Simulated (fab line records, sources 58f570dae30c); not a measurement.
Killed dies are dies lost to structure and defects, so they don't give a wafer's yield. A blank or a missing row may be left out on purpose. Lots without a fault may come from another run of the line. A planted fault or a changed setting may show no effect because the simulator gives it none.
One fault seen from 2 desks | flow berkeley_cmos170 | each desk has only its own numbers; what lay behind them comes last

THE TOOL OWNER'S DESK: pvd_sputter-02
The tool's own readings at UCB170_SILICIDE_SPUTTER_01 (material Ti, target thk 30 nm, time 23.88 s): means of the sampled wafers that have a number, for each lot that ran on this tool. A lot is out of limits, marked OUT, if its mean lies more than 4 standard deviations from the usual mean; the brackets give that distance.
Columns: A = cathode_dc_power_W at UCB170_SILICIDE_SPUTTER_01, usual 1500.0 W; B = chamber_pressure_pa at UCB170_SILICIDE_SPUTTER_01, usual 0.5000 Pa; C = throttle_valve_pct at UCB170_SILICIDE_SPUTTER_01, usual 29.9 %
lot  | first seen here | A      | B      | C
L561 | day 6 06:44     | 1500.0 | 0.4983 | 29.6
L563 | day 7 07:23     | 1500.2 | 0.4997 | 30.5
L569 | day 8 11:48     | 1500.0 | 0.5001 | 30.2
L570 | day 8 15:40     | 1499.9 | 0.4998 | 30.4
L582 | day 11 10:43    | 1499.8 | 0.5002 | 29.8
This desk's finding: nothing out of limits on any of the 5 lots.

THE METROLOGY DESK
What the gauges read, lot by lot, whatever tool the lot ran on: means of the sampled wafers that have a number. A lot is out of limits, marked OUT, if its mean lies more than 4 standard deviations from the usual mean; the brackets give that distance.
Columns: A = SILICIDE_TI_RS at UCB170_SILICIDE_RS_MEAS_02, usual 27.48 ohm/sq; B = SILICIDE_TI_THK at UCB170_SILICIDE_THK_MEAS_03, usual 29.12 nm
lot  | first seen here | A               | B
L561 | day 6 06:47     | 27.56           | 29.10
L564 | day 7 06:38     | 27.23           | 29.24
L563 | day 7 07:26     | 28.13           | 28.49
L566 | day 7 18:04     | 26.83           | 29.70
L569 | day 8 11:50     | 52.31 (+83) OUT | 17.00 (-43) OUT
L570 | day 8 15:44     | 51.30 (+79) OUT | 17.35 (-42) OUT
L574 | day 10 10:35    | 27.88           | 28.88
L578 | day 10 10:43    | 27.41           | 29.00
L576 | day 10 10:49    | 27.55           | 29.25
L579 | day 10 10:58    | 27.07           | 29.65
L582 | day 11 10:45    | 27.58           | 29.06
L583 | day 11 11:26    | 27.48           | 29.09
L580 | day 11 12:01    | 27.54           | 29.09
L584 | day 12 05:40    | 27.41           | 29.25
This desk's finding: out of limits on L569, L570; first on L569, day 8 11:50 (SILICIDE_TI_RS at UCB170_SILICIDE_RS_MEAS_02). In limits: L561, L564, L563, L566, L574, L578, L576, L579, L582, L583, L580, L584.

PUT TOGETHER
The metrology desk could have raised an alarm at day 8 11:50, on L569, L570.
The tool owner's desk saw nothing out of limits.
The tool owner's desk has L569, L570 on record, within its limits.
Of the lots named, all ran UCB170_SILICIDE_SPUTTER_01 on pvd_sputter-02.

WHAT THE SIMULATOR HAD PUT IN
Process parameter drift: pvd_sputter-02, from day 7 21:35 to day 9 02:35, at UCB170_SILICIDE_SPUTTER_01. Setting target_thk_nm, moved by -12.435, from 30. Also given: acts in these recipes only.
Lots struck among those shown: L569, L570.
Hours from the fault's start to each desk's first reading out of limits: the metrology desk, 14.
